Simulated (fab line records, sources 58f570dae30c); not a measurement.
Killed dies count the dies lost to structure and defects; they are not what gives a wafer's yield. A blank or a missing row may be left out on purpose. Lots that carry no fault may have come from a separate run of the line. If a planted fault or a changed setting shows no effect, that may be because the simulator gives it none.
Code-filled problem report in 8D (eight disciplines) form ; flow berkeleyCmos170 ; the parts of the form that need people (team, actions taken, sign-off) are left out

1. WHAT IS WRONG
Mean NSD_RS at UCB170_SDANNEAL_RS_MEAS_03: 36.40 ohm/sq over 6 wafers in 2 lots; fault-free wafers: 37.24 ohm/sq, standard deviation 0.098. That puts it -8.6 standard deviations away from the usual mean.
The step: measures by four-point-probe.
First observed at day 10 07:28: wafer L312.2, on filmMetro-02. The record holds 42 wafers of 14 lots with a number at this step. The rule behind "out" and "out of limits": a value lying over 4 standard deviations away from the usual mean. The rest of the wafers with a number are treated as sound.

2. WHAT IT IS, WHAT IT ISN'T
question;is;is not
which readings at this step;NSD_RS;-
which lots;L311, L312;L301, L302, L303, L307, L313, L314, L317, L318, L319, L320, L321, L322
which wafers of those lots;all that have a number;-
read on which gauges;filmMetro-02, filmMetro-03;filmMetro-01
when;from day 10 07:28;"up to then (12 sound wafers); but 24 sound wafers of L313, L314, L317, L318, L319, L320, L321, L322 came after"

3. SUSPECTS, AND WHAT RULES EACH OUT
Counting: any tool at a process step up to the reading is kept as a suspect provided that every lot that is out went through it and no sound lot did after the first of them.
- ruled out: the gauge at UCB170_SDANNEAL_RS_MEAS_03. The wafers that are out were read on 2 gauges (filmMetro-02, filmMetro-03).
- implanter-04 at UCB170_NSD_IMPLANT_08: kept. It ran every lot that is out, first L312 (day 10 05:56), and no sound lot after that. Its own beamEnergyKeV readings are out on those wafers.
- plasmaAsher-01 at UCB170_NSD_STRIP_09 (strips in O2): ruled out as a lasting fault. Following L312 (day 10 06:04), the first lot on it that is out, the sound lots L313, L319, L320 were run on it.
After counting, what remains is implanter-04 at UCB170_NSD_IMPLANT_08.

4. THE CAUSE (what the simulator had put in)
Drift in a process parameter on implanter-04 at UCB170_NSD_IMPLANT_08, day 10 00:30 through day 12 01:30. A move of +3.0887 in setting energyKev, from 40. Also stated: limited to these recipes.
This tool alone remained once counting was done.

5. SEQUENCE OF EFFECTS, ordered by route
One row per reading whose mean, taken over the struck wafers that have a number, lies over 3 standard deviations from the usual. Only readings whose record carries a usual standard deviation are examined. hours: median over the lots of the time between each lot's start at the first step of this table that gives one and its start at this step. sigmas: the change, counted in usual standard deviations.
hours;step;reading;usual;on struck wafers;change;sigmas
0;UCB170_NSD_IMPLANT_08;beamEnergyKeV;40.000;43.091;+3.091;+99 or more
0;UCB170_NSD_STRIP_09;stripTimeToEndpointS;35.82 s;36.96;+1.14;+14
0;UCB170_NSD_TW_MEAS_10;NSD_TW;4176;4305;+129;+3.2
2;UCB170_SDANNEAL_RS_MEAS_03;NSD_RS;37.24 ohm/sq;36.40;-0.84;-8.6
The process steps in it:
- UCB170_NSD_IMPLANT_08
- UCB170_NSD_STRIP_09: strips in O2.

6. HOW IT WOULD HAVE BEEN CAUGHT EARLIER
In this record the first reading out of limits at a measuring or inspecting step was taken at day 10 07:28, 7 hours after the fault began at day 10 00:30.
At UCB170_NSD_IMPLANT_08, the tool's own readings (beamEnergyKeV) were out on each struck wafer the step has a row for, so an alarm limit on them would have fired on the first such wafer.
Each of the lots that are out, 2 in all, had begun UCB170_NSD_IMPLANT_08 on implanter-04 no later than day 10 07:28. None of them would have been spared by holding the tool at that moment.
